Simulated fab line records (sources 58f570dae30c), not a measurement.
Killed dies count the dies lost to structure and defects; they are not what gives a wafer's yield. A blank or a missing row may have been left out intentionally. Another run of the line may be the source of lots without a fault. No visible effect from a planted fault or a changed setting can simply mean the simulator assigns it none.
Problem report in the 8D (eight disciplines) form, filled by code	flow berkeley-cmos170	the parts of the form that need people (team, actions taken, sign-off) are left out

== 1. WHAT WENT WRONG ==
V1_POLISHED_THK at UCB170_V1_THK_MEAS_04 reads a mean of 924.0 nm on 2 wafers of 2 lots; wafers without a fault read 999.2 nm with a standard deviation of 1.2. Measured from the usual mean, that is -63 standard deviations.
First observed at day 9 22:34: wafer L696.1, on film-metro-03. The record has a number at this step for 42 wafers belonging to 14 lots. By rule, "out" or "out of limits" means more than 4 standard deviations away from the usual mean. The rest of the wafers with a number are treated as sound.

== 2. WHAT IT IS, WHAT IT ISN'T ==
question	is	is not
which readings at this step	V1_POLISHED_THK	-
which lots	L696, L699	L685, L686, L687, L688, L691, L693, L695, L697, L700, L701, L706, L708
which wafers of those lots	L696.1, L699.2	L696.5, L696.6, L699.5, L699.6
read on which gauges	film-metro-03	film-metro-01, film-metro-02
when	from day 9 22:34	up to then (26 sound wafers); but 14 sound wafers of L699, L700, L701, L706, L708 came after

== 3. WHAT RULES OUT EACH SUSPECT ==
Counting: a tool at a process step up to the reading stays a suspect if it ran every lot that is out. Sound lots after the first of them don't rule it out here, since some wafers of a struck lot are sound.
- the gauge at UCB170_V1_THK_MEAS_04: kept. All the wafers that are out were read on film-metro-03, and no step on other tools shows them out.
- cmp-01 at UCB170_V1_CMP_02 (polishes SiO2): kept. Every lot that is out went through it, the first being L696 (day 9 22:14); the last sound lot it ran before that was L697 (day 9 16:40).
- At UCB170_V1_CMP_02, inside cmp-01: chamber 1 took the wafers that are out, while their sound lot-mates went through chambers 0, 2, 3.
After counting, cmp-01 at UCB170_V1_CMP_02 and film-metro-03 at UCB170_V1_THK_MEAS_04 remain.

== 4. THE CAUSE (what the simulator had put in) ==
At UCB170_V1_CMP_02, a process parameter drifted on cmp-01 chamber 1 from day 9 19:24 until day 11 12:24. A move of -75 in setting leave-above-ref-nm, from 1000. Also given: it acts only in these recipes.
Of the 2 suspects that counting leaves, this tool is one.

== 5. THE EFFECT CHAIN, in route order ==
Rows list readings where the struck wafers' mean (over those with a number) sits beyond 3 standard deviations from the usual. Only readings for which the record gives a usual standard deviation are gone through. hours: the time from each lot's start at the first step in this table that gives one to its start at this step, as a median over the lots. sigmas: the change in usual standard deviations.
hours	step	reading	usual	on struck wafers	change	sigmas
0	UCB170_V1_THK_MEAS_04	V1_POLISHED_THK	999.2 nm	924.0	-75.2	-63
2	UCB170_V1_ETCH_14	oes-product-au	0.874 a.u.	0.838	-0.036	-3.3
Here are the process steps it includes:
- UCB170_V1_ETCH_14: etches SiO2 in CHF3/CF4/Ar, stops on Al, target depth 1250 nm, time 291 s.
Later steps that measure or inspect, where all struck wafers having a row at the step show a number for every such reading and not one has moved that far: UCB170_M2_RS_MEAS_02.

== 6. HOW IT WOULD HAVE BEEN CAUGHT EARLIER ==
The first out-of-limits reading at a measuring or inspecting step in this record came at day 9 22:34, 3 hours after the fault's start at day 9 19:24.
An alarm limit of 4 standard deviations would not have fired on the tool readings at UCB170_V1_CMP_02 for which the record gives a usual standard deviation, since none of them was out on any struck wafer.
Of the lots that are out (2), L699 began UCB170_V1_CMP_02 on cmp-01 after day 9 22:34. A tool hold placed at that time would have kept it from harm.
